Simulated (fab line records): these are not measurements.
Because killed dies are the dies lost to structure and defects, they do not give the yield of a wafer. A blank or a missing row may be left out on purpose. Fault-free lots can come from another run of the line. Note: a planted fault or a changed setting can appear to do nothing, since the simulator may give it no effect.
The same fault as seen by 2 desks / flow berkeley-cmos170 / each desk holds nothing but its own numbers, with what lay behind them at the end

== DESK OF THE TOOL OWNER: pvd-sputter-01 ==
The tool's own readings at UCB170_M2_SPUTTER_01 (material Al, target thk 900 nm, time 120 s): means of the sampled wafers that have a number, for each lot that ran on this tool. The brackets show how far a lot's mean lies from the usual mean; more than 4 standard deviations puts the lot out of limits, marked OUT.
Columns: A = chamber-pressure-pa at UCB170_M2_SPUTTER_01, usual 0.5001 Pa; B = throttle-valve-pct at UCB170_M2_SPUTTER_01, usual 29.8 %
lot=L416; first seen here=day 7 16:41; A=0.4990; B=29.1
lot=L420; first seen here=day 8 17:23; A=0.4997; B=29.6
lot=L423; first seen here=day 8 20:37; A=0.4996; B=29.7
lot=L429; first seen here=day 10 11:34; A=0.8115 (+99 or more) OUT; B=23.2 (-6.7) OUT
lot=L432; first seen here=day 11 02:31; A=0.8129 (+99 or more) OUT; B=23.0 (-6.9) OUT
This desk's verdict: out of limits on L429, L432, starting with L429 at day 10 11:34 (chamber-pressure-pa at UCB170_M2_SPUTTER_01). Within limits: L416, L420, L423.

== FROM THE METROLOGY DESK ==
Lot by lot, what the gauges showed, no matter which tool ran the lot: averages of those sampled wafers that carry a number. The brackets show how far a lot's mean lies from the usual mean; more than 4 standard deviations puts the lot out of limits, marked OUT.
Columns: A = cd-nm at UCB170_NSD_CD_MEAS_06, usual 1199.9 nm; B = V1_BOW at UCB170_V1_BOW_MEAS_03, usual 19 um; C = cd-nm at UCB170_V1_CD_MEAS_12, usual 699.8 nm; D = M2_AL_RS at UCB170_M2_RS_MEAS_02, usual 0.0321 ohm/sq; E = M2_AL_THK at UCB170_M2_THK_MEAS_03, usual 900 nm
lot=L416; first seen here=day 6 23:51; A=1200.4; B=18; C=701.1; D=0.0328; E=893
lot=L415; first seen here=day 6 23:55; A=1199.3; B=16; C=700.4; D=0.0318; E=905
lot=L417; first seen here=day 7 00:44; A=1199.9; B=15; C=702.5; D=0.0326; E=895
lot=L419; first seen here=day 7 12:51; A=1200.9; B=10; C=696.0; D=0.0323; E=900
lot=L421; first seen here=day 7 23:43; A=1200.0; B=26; C=698.3; D=0.0325; E=893
lot=L420; first seen here=day 7 23:55; A=1202.1; B=12; C=700.8; D=0.0318; E=909
lot=L422; first seen here=day 8 04:17; A=1199.8; B=8; C=701.3; D=0.0325; E=884
lot=L423; first seen here=day 8 04:35; A=1202.6; B=22; C=699.5; D=0.0321; E=905
lot=L429; first seen here=day 9 20:34; A=1200.3; B=16; C=702.2; D=0.0386 (+16) OUT; E=751 (-14) OUT
lot=L430; first seen here=day 9 21:05; A=1201.4; B=21; C=700.1; D=0.0318; E=913
lot=L433; first seen here=day 9 23:40; A=1199.7; B=25; C=699.9; D=0.0327; E=877
lot=L432; first seen here=day 10 09:04; A=1200.5; B=18; C=699.2; D=0.0385 (+16) OUT; E=748 (-14) OUT
lot=L435; first seen here=day 10 23:53; A=1198.4; B=20; C=699.0; D=0.0315; E=910
lot=L437; first seen here=day 11 08:31; A=1198.7; B=15; C=698.3; D=0.0318; E=911
This desk reports L429, L432 out of limits; the earliest was L429 at day 10 11:39 (M2_AL_RS at UCB170_M2_RS_MEAS_02). Within limits: L416, L415, L417, L419, L421, L420, L422, L423, L430, L433, L435, L437.

== PUT TOGETHER ==
The tool owner's desk had the chance to raise an alarm at day 10 11:34 on L429, L432.
An alarm was possible from the metrology desk at day 10 11:39, on L429, L432.
Of the lots named, all ran UCB170_M2_SPUTTER_01 on pvd-sputter-01.

== WHAT THE SIMULATOR HAD PUT IN ==
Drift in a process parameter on pvd-sputter-01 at UCB170_M2_SPUTTER_01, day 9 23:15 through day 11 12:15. Setting chamber-pressure-pa, moved by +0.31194, from 0.5. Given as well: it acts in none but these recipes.
Shown lots that were struck: L429, L432.
Hours from the fault's start to each desk's first reading out of limits: the tool owner's desk, 12; the metrology desk, 12.
